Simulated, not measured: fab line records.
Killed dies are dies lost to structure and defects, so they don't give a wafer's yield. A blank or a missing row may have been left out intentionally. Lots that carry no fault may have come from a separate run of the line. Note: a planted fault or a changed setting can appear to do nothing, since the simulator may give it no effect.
Struck lot and sound lot, side by side || flow berkeley-cmos170 || 25 steps out of a route of 331
Sound: these wafers, L363.1, L363.4, L363.5. Struck: wafers L372.1, L372.3, L372.6. The cause is named last.
Each step with rows lists, per side, the tool, then ch with its chambers, then its first start. Under that, the readings that differ: sound wafers || struck wafers || difference of the means || sigmas: that difference in standard deviations of wafers without a fault.
alike: readings with means less than 2 such deviations apart, plus words and numbers identical on both sides. not compared: withheld readings, readings lacking a value on some wafer, bounds such as >300 that could conceal the same value, and numbers that have no deviation in the record and whose values overlap.
The two part at a step that has a row with sigmas, a row that says differs or no value, or rows on one side only. Numbers that don't overlap but have no deviation are shown without sigmas and don't part them. A reading missing from all wafers of one side parts the sides only when that side holds two or more wafers.

first, 4 steps without rows for these wafers: UCB170_PWELL_WET_ETCH_19 (etches Si3N4 in H3PO4, time 14400 s); UCB170_PWELL_WET_ETCH_20 (etches SiO2 in BOE, time 22 s); UCB170_WELLDRIVE_CLEAN_00 (cleans in SPM, time 600 s); UCB170_WELLDRIVE_OXIDATION_01 (target thk 199 nm, ox time 9000 s).
UCB170_WELLDRIVE_THK_MEAS_02:
  sound on film-metro-02 at day 4 10:42; struck on film-metro-02 at day 6 01:49
  alike: WELLDRIVE_OXIDE_THK
then, 5 steps without rows for these wafers: UCB170_WELLDRIVE_ANNEAL_03 (time 900 s); UCB170_WELLDRIVE_WET_ETCH_04 (etches SiO2 in BOE, time 120 s); UCB170_ACTIVE_CLEAN_00 (cleans in SPM, time 600 s); UCB170_ACTIVE_CLEAN_01 (cleans in dHF, time 60 s); UCB170_ACTIVE_OXIDATION_02 (target thk 26.4 nm, ox time 1260 s).
UCB170_ACTIVE_THK_MEAS_03:
  sound on film-metro-03 at day 5 00:28; struck on film-metro-03 at day 6 14:47
  alike: ACTIVE_OXIDE_THK
then, 1 step without rows for these wafers: UCB170_ACTIVE_ANNEAL_04 (time 900 s).
UCB170_ACTIVE_CVD_05: deposits Si3N4 from SiH2Cl2/NH3, target thk 220 nm, time 3300 s.
  sound on lpcvd-01 ch 1, day 5 04:34; struck on lpcvd-02 ch 1, day 6 21:17
{"reading": "model.Si3N4_of_ACTIVE_CVD_05.thk-nm (nm)", "sound": "223.9 226.2 224.3", "struck": "273.8 275.6 274.4", "difference": "+49.8", "sigmas": ""}
  alike: sih2cl2-flow-sccm
UCB170_ACTIVE_THK_MEAS_06:
  sound on film-metro-04 at day 5 06:29; struck on film-metro-04 at day 6 23:12
{"reading": "ACTIVE_NITRIDE_THK (nm)", "sound": "223.8 226.0 224.5", "struck": "273.4 275.8 274.5", "difference": "+49.8", "sigmas": "+22"}
then, 6 steps without rows for these wafers: UCB170_ACTIVE_HMDS_07 (prime time 60 s); UCB170_ACTIVE_COAT_08 (resist thk 900 nm); UCB170_ACTIVE_SOFTBAKE_09 (time 60 s); UCB170_ACTIVE_EXPOSE_10 (exposes mask ACTIVE, target cd 1200 nm); UCB170_ACTIVE_PEB_11; UCB170_ACTIVE_DEVELOP_12 (develop time 45 s).
UCB170_ACTIVE_CD_MEAS_13: the cd target is 1200 nm.
  sound on cd-sem-01 at day 5 09:07; struck on cd-sem-02 at day 7 00:21
  alike: cd-nm
UCB170_ACTIVE_OVL_MEAS_14:
  sound on overlay-02 at day 5 09:14; struck on overlay-02 at day 7 00:28
  alike: ACTIVE_OVL
UCB170_ACTIVE_ETCH_15: etches Si3N4 in CH3F/Ar/O2, stops on SiO2, target depth 242 nm, time 151 s.
  sound on rie-diel-03 ch 0,2,3, day 5 09:16; struck on rie-diel-01 ch 2,3, day 7 00:30
{"reading": "oes-product-au (a.u.)", "sound": "0.940 0.957 0.970", "struck": "1.001 0.981 0.990", "difference": "+0.035", "sigmas": "+2"}
{"reading": "rf-fwd-power-W (W)", "sound": "450.7 451.3 450.8", "struck": "448.5 444.8 447.4", "difference": -4.0, "sigmas": -3}
{"reading": "model.etch.depth-nm (nm)", "sound": "223.9 226.2 224.3", "struck": "239.1 240 238.4", "difference": "+14.4", "sigmas": ""}
  alike: drypump-motor-current-A, mfc-ar-sccm, throttle-valve-pct
  not compared: rf-hours-counter-h
UCB170_ACTIVE_STRIP_16: strips in O2.
  sound on plasma-asher-02 ch 0,1, day 5 09:23; struck on plasma-asher-04 ch 0, day 7 00:37
  alike: drypump-motor-current-A, oes-product-au, strip-time-to-endpoint-s
  not compared: rf-hours-counter-h
-- the record jumps here: 5 days lie between the struck wafers' starts before and after (it left off in module ACTIVE and takes up again in module M3, whose first step shown is number 331 of the route) --
UCB170_M3_PROBE_99:
  record: rows for the struck wafers here (prober-01, day 11 20:51), none for the sound ones

## WHERE THEY PART
At UCB170_ACTIVE_THK_MEAS_06 first; at UCB170_M3_PROBE_99 last (within this record only).

WHY: whatever the simulator had introduced
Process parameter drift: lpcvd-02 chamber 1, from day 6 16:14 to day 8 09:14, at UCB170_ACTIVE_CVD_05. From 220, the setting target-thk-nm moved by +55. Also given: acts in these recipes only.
